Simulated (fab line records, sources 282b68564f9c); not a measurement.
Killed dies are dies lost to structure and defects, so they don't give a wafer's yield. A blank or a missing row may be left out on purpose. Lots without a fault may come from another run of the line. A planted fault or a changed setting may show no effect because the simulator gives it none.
Which tool did it? | flow rit_cmos | 14 lots, 42 wafers sampled, at 5 steps of a route of 202

WHAT THE GAUGES READ, wafer by wafer
RIT_FOX1_THK_MEAS_01.
lot  | measured    | on            | FOX1_OXIDE_THK (nm)
L271 | day 1 22:44 | film_metro-04 | 352 345 352
L272 | day 2 04:23 | film_metro-03 | 354 353 355
L273 | day 2 10:02 | film_metro-01 | 356 358 355
L274 | day 2 13:53 | film_metro-01 | 359 357 354
L275 | day 2 19:29 | film_metro-04 | 347 349 343
L278 | day 3 13:01 | film_metro-01 | 362 360 357
L279 | day 3 17:19 | film_metro-04 | 358 350 350
L280 | day 3 21:04 | film_metro-04 | 347 348 350
L281 | day 4 01:29 | film_metro-04 | 355 357 353
L283 | day 4 10:57 | film_metro-03 | 286 285 281
L288 | day 5 12:56 | film_metro-01 | 275 278 273
L289 | day 5 19:21 | film_metro-01 | 350 352 355
L292 | day 6 16:44 | film_metro-03 | 340 336 336
L293 | day 6 21:19 | film_metro-01 | 349 345 342

RIT_PWELL_OVL_MEAS_06.
lot  | measured    | on         | PWELL_OVL (nm)
L271 | day 2 03:35 | overlay-01 | 2.2 1.0 2.0
L272 | day 2 10:49 | overlay-01 | 0.1 -1.0 0.1
L273 | day 2 15:00 | overlay-02 | -2.0 0.2 1.6
L274 | day 2 18:56 | overlay-02 | 0.8 -0.1 -0.6
L275 | day 3 02:35 | overlay-01 | 1.7 2.2 0.9
L278 | day 3 20:08 | overlay-01 | -0.9 -0.6 -1.5
L279 | day 3 23:02 | overlay-02 | -1.7 -1.1 -0.6
L280 | day 4 03:40 | overlay-01 | -0.8 0.9 2.3
L281 | day 4 07:13 | overlay-02 | 2.8 0.6 0.1
L283 | day 4 16:55 | overlay-02 | -0.8 -0.4 0.6
L288 | day 5 21:32 | overlay-01 | -2.0 -1.4 1.2
L289 | day 6 01:21 | overlay-02 | 0.7 0.1 1.9
L292 | day 7 05:38 | overlay-02 | 0.5 0.7 -1.5
L293 | day 7 06:15 | overlay-01 | -2.3 -0.8 -2.7

RIT_SDANNEAL_RS_MEAS_07: measures by four-point-probe.
lot  | measured    | on            | NLDD_RS (ohm/sq)
L271 | day 3 08:26 | film_metro-02 | 151.7 151.6 151.4
L272 | day 3 18:07 | film_metro-01 | 151.2 152.0 151.3
L273 | day 4 00:15 | film_metro-01 | 151.5 151.7 151.5
L274 | day 4 06:25 | film_metro-03 | 152.1 151.4 151.1
L275 | day 4 09:25 | film_metro-03 | 151.7 151.9 151.4
L278 | day 5 02:34 | film_metro-03 | 151.7 151.8 151.3
L279 | day 5 07:49 | film_metro-03 | 151.1 151.6 151.7
L280 | day 5 14:17 | film_metro-01 | 151.8 151.9 151.9
L281 | day 5 16:50 | film_metro-01 | 151.7 152.3 152.0
L283 | day 6 01:52 | film_metro-03 | 151.7 151.3 151.1
L288 | day 7 14:05 | film_metro-02 | 151.5 152.3 150.9
L289 | day 7 18:37 | film_metro-01 | 151.7 151.5 151.9
L292 | day 8 17:43 | film_metro-03 | 151.3 150.4 151.2
L293 | day 8 19:31 | film_metro-03 | 151.6 151.1 151.5

RIT_CONTACT_CD_MEAS_90: target cd 1000 nm.
lot  | measured    | on        | cd_nm (nm)
L271 | day 3 10:50 | cd_sem-02 | 1000.1 998.7 1000.8
L272 | day 3 20:38 | cd_sem-02 | 995.0 996.4 995.6
L273 | day 4 02:46 | cd_sem-02 | 998.2 997.8 999.7
L274 | day 4 08:48 | cd_sem-02 | 999.5 996.4 997.9
L275 | day 4 11:58 | cd_sem-02 | 1003.8 1000.9 1002.1
L278 | day 5 05:10 | cd_sem-01 | 1001.3 999.6 1000.8
L279 | day 5 10:13 | cd_sem-01 | 997.3 997.0 996.2
L280 | day 5 16:49 | cd_sem-01 | 998.1 998.2 998.8
L281 | day 5 19:14 | cd_sem-02 | 1001.8 1000.6 1002.3
L283 | day 6 04:26 | cd_sem-01 | 995.5 997.9 996.3
L288 | day 7 16:29 | cd_sem-02 | 996.1 995.6 997.9
L289 | day 7 21:04 | cd_sem-01 | 997.6 999.7 998.8
L292 | day 8 20:25 | cd_sem-01 | 999.4 1000.3 1000.6
L293 | day 8 22:13 | cd_sem-01 | 998.9 1001.7 999.3

WHICH TOOL RAN EACH LOT (tool, then ch and the chambers of the sampled wafers, then the start)
lot  | RIT_FOX1_OXIDATION_00
L271 | furnace-01 ch 0, day 1 21:25
L272 | furnace-01 ch 0, day 2 03:03
L273 | furnace-04 ch 0, day 2 08:41
L274 | furnace-03 ch 0, day 2 12:33
L275 | furnace-03 ch 0, day 2 18:10
L278 | furnace-01 ch 0, day 3 11:43
L279 | furnace-03 ch 0, day 3 15:59
L280 | furnace-04 ch 0, day 3 19:45
L281 | furnace-01 ch 0, day 4 00:10
L283 | furnace-04 ch 0, day 4 09:38
L288 | furnace-04 ch 0, day 5 11:37
L289 | furnace-03 ch 0, day 5 18:01
L292 | furnace-01 ch 0, day 6 15:25
L293 | furnace-01 ch 0, day 6 19:59
- RIT_FOX1_OXIDATION_00: target thk 350.7 nm, ox time 1130 s.

WHAT THE TOOLS THEMSELVES READ (means of the sampled wafers that have a number; where no wafer has one, the mark that the record gives instead)
RIT_FOX1_OXIDATION_00.
lot  | tool       | spike_tc_centre_C (C) | spike_tc_load_C (C) | spike_tc_source_C (C) | tube_center_temp_C (C) | tube_center_temp_C_max | zone_power_centre_pct (%) | zone_power_load_pct (%)
L271 | furnace-01 | 1101.1                | 1129.0              | 1121                  | 1100                   | 1102.8                 | 47                        | 47.9
L272 | furnace-01 | 1101.4                | 1128.5              | 1120                  | 1100                   | 1102.9                 | 47                        | 47.8
L273 | furnace-04 | 1099.9                | 1127.2              | 1131                  | 1100                   | 1102.8                 | 47                        | 46.7
L274 | furnace-03 | 1103.3                | 1130.4              | 1123                  | 1100                   | 1102.4                 | 54                        | 49.3
L275 | furnace-03 | 1103.5                | 1130.4              | 1124                  | 1100                   | 1102.8                 | 54                        | 49.2
L278 | furnace-01 | 1102.1                | 1129.5              | 1121                  | 1100                   | 1103.0                 | 47                        | 47.8
L279 | furnace-03 | 1102.2                | 1129.9              | 1125                  | 1100                   | 1102.5                 | 54                        | 49.5
L280 | furnace-04 | 1102.2                | 1126.2              | 1131                  | 1100                   | 1102.7                 | 47                        | 46.8
L281 | furnace-01 | 1102.2                | 1129.2              | 1120                  | 1100                   | 1103.1                 | 47                        | 47.7
L283 | furnace-04 | 1062.0                | 1086.7              | 1092                  | 1060                   | 1062.8                 | 44                        | 42.6
L288 | furnace-04 | 1062.1                | 1086.1              | 1091                  | 1060                   | 1062.7                 | 45                        | 43.5
L289 | furnace-03 | 1103.3                | 1129.7              | 1125                  | 1100                   | 1103.1                 | 54                        | 48.9
L292 | furnace-01 | 1101.3                | 1129.1              | 1120                  | 1100                   | 1103.1                 | 47                        | 47.8
L293 | furnace-01 | 1101.1                | 1129.5              | 1120                  | 1100                   | 1102.4                 | 47                        | 47.6

THE ANSWER, worked out from the rows above alone
Rule: what is usual is taken from the lots themselves. Put in order of their means at a reading, lots are off if they are a third of the lots or fewer, leave a main group of 4 or more, and stand apart from it by a gap of 3 or more times the standard deviation of the main group's means; of several such gaps the widest counts. A main group whose means are all the same, to the digits that the tables above print for the reading, isn't used. A lot without any number at a reading at which 4 lots or more have one is off too. The other lots that the step has rows for count as sound. The gauges are gone through in route order, then the tools' own readings, and for those a lot's mean is taken as printed above. The first step at which some lot is off is used, and at that step the reading that is off furthest; a lot without a number counts as furthest.
Off: L283, L288, at RIT_FOX1_THK_MEAS_01 (FOX1_OXIDE_THK). The main group: mean 351 nm, standard deviation 5.9.
A tool fits if, at a process step before that reading, it ran every lot that is off, and no sound lot after the first of them. The gauges at RIT_FOX1_THK_MEAS_01 aren't tried: what is off there is off at RIT_FOX1_OXIDATION_00 too, on other tools, and a gauge's error can't cause that. One fits: furnace-04 at RIT_FOX1_OXIDATION_00. Its last sound lot is L280 (day 3 19:45), its first lot that is off L283 (day 4 09:38): a fault that began between those two fits.
The tool's own readings at RIT_FOX1_OXIDATION_00 bear it out: on the lots that are off they differ by more than 5 times the standard deviation of the sound lots' means. spike_tc_centre_C reads 1062.0 C there against 1102.0 C on the sound lots; spike_tc_load_C reads 1086.4 C there against 1129.0 C on the sound lots; spike_tc_source_C reads 1092 C there against 1123 C on the sound lots; tube_center_temp_C reads 1060 C there against 1100 C on the sound lots; tube_center_temp_C_max reads 1062.8 there against 1102.8 on the sound lots; zone_power_load_pct reads 43.0 % there against 48.1 % on the sound lots.

WHAT THE SIMULATOR HAD PUT IN
Process parameter drift: furnace-04, from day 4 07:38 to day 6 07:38, at RIT_FOX1_OXIDATION_00. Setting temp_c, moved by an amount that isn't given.
Lots struck among those shown: L283, L288. The rule above found the same.
